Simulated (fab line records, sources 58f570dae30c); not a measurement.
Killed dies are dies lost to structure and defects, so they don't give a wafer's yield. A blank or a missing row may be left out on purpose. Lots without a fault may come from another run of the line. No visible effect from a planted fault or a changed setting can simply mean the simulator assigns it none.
The tool behind it: which one?    flow berkeley_cmos170    Sampling: 6 lots, 18 wafers, 4 of 331 route steps

## WHAT THE GAUGES SHOWED, per wafer
UCB170_NVT_OVL_MEAS_06.
lot   measured     on          NVT_OVL (nm)
L613  day 5 19:49  overlay-02  5 2 2
L615  day 6 14:58  overlay-01  -1 -3 -5
L618  day 6 20:19  overlay-02  1 2 12
L621  day 7 02:52  overlay-01  983 986 986
L625  day 8 08:57  overlay-01  987 990 991
L631  day 9 13:44  overlay-01  0 1 4

## EACH LOT AND THE TOOL THAT RAN IT (in order: tool; ch and the chambers of the sampled wafers; start)
lot   UCB170_PWELL_STRIP_16                UCB170_ACTIVE_STRIP_16               UCB170_NVT_EXPOSE_03
L613  plasma_asher-03 ch 0,1, day 3 12:12  plasma_asher-02 ch 0,1, day 4 13:16  krf_scanner-02 ch 0, day 5 19:14
L615  plasma_asher-04 ch 0,1, day 3 21:29  plasma_asher-02 ch 0, day 5 03:41    krf_scanner-01 ch 0, day 6 14:35
L618  plasma_asher-04 ch 0,1, day 4 12:00  plasma_asher-01 ch 0,1, day 5 12:02  krf_scanner-01 ch 0, day 6 19:43
L621  plasma_asher-01 ch 0,1, day 4 20:21  plasma_asher-04 ch 0,1, day 6 00:29  krf_scanner-02 ch 0, day 7 02:19
L625  plasma_asher-03 ch 0,1, day 5 17:40  plasma_asher-01 ch 0, day 7 04:12    krf_scanner-02 ch 0, day 8 07:44
L631  plasma_asher-03 ch 0,1, day 7 04:08  plasma_asher-02 ch 0, day 8 05:08    krf_scanner-01 ch 0, day 9 13:21
- UCB170_PWELL_STRIP_16: strips in O2.
- UCB170_ACTIVE_STRIP_16: strips in O2.
- UCB170_NVT_EXPOSE_03: exposes mask PWELL, target cd 3000 nm.

## THE ANSWER, worked out from the rows above alone
Rule: the usual values come from the lots themselves. Put in order of their means at a reading, lots are off if they are a third of the lots or fewer, leave a main group of 4 or more, and stand apart from it by a gap of 3 or more times the standard deviation of the main group's means; of several such gaps the widest counts. A main group is skipped when, at the precision printed for the reading in the tables above, its means are all equal. Also off: a lot with no number at a reading for which 4 or more lots have one. Where the step has rows for the other lots, those lots are counted as sound.
Off: at UCB170_NVT_OVL_MEAS_06 (NVT_OVL), L621, L625. For the main group the mean is 2 nm and the standard deviation 2.9.
A tool fits if, at a process step before that reading, it ran every lot that is off, and no sound lot after the first of them. Those tools and the gauges at UCB170_NVT_OVL_MEAS_06 are tried in the same way. One fits: krf_scanner-02 at UCB170_NVT_EXPOSE_03. A fault onset in the window from L613 (day 5 19:14, its last sound lot) to L621 (day 7 02:19, its first lot off) fits.

## WHAT THE SIMULATOR HAD PUT IN
Scanner matching overlay: krf_scanner-02, from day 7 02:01 on, at UCB170_NVT_EXPOSE_03. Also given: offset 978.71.
Shown lots that were struck: L621, L625. The rule above reached the same finding.
